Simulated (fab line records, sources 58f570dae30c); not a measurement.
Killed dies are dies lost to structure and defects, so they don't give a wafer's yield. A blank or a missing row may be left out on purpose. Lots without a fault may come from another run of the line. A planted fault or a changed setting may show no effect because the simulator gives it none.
Which tool did it? | flow berkeley_cmos170 | 7 lots, 21 wafers sampled, at 1 step of a route of 331

WHAT THE GAUGES READ, wafer by wafer
UCB170_V1_OVL_MEAS_13.
lot  | measured     | on         | V1_OVL (nm)
L540 | day 7 13:10  | overlay-01 | 1 1 -2
L545 | day 8 22:56  | overlay-01 | 3 7 4
L550 | day 9 09:22  | overlay-01 | -7 -8 -7
L552 | day 10 01:55 | overlay-02 | -5 -11 -9
L556 | day 10 19:09 | overlay-02 | -15 -5 -6
L560 | day 11 14:11 | overlay-01 | -18 -7 -12
L561 | day 12 03:23 | overlay-01 | 3 7 4

WHICH TOOL RAN EACH LOT (tool, then ch and the chambers of the sampled wafers, then the start)
The record holds no process step before these readings.

THE ANSWER, worked out from the rows above alone
Rule: what is usual is taken from the lots themselves. Put in order of their means at a reading, lots are off if they are a third of the lots or fewer, leave a main group of 4 or more, and stand apart from it by a gap of 3 or more times the standard deviation of the main group's means; of several such gaps the widest counts. A main group whose means are all the same, to the digits that the tables above print for the reading, isn't used. A lot without any number at a reading at which 4 lots or more have one is off too. The other lots that the step has rows for count as sound.
No lot is off at any reading shown: from this, nothing can be told.

WHAT THE SIMULATOR HAD PUT IN
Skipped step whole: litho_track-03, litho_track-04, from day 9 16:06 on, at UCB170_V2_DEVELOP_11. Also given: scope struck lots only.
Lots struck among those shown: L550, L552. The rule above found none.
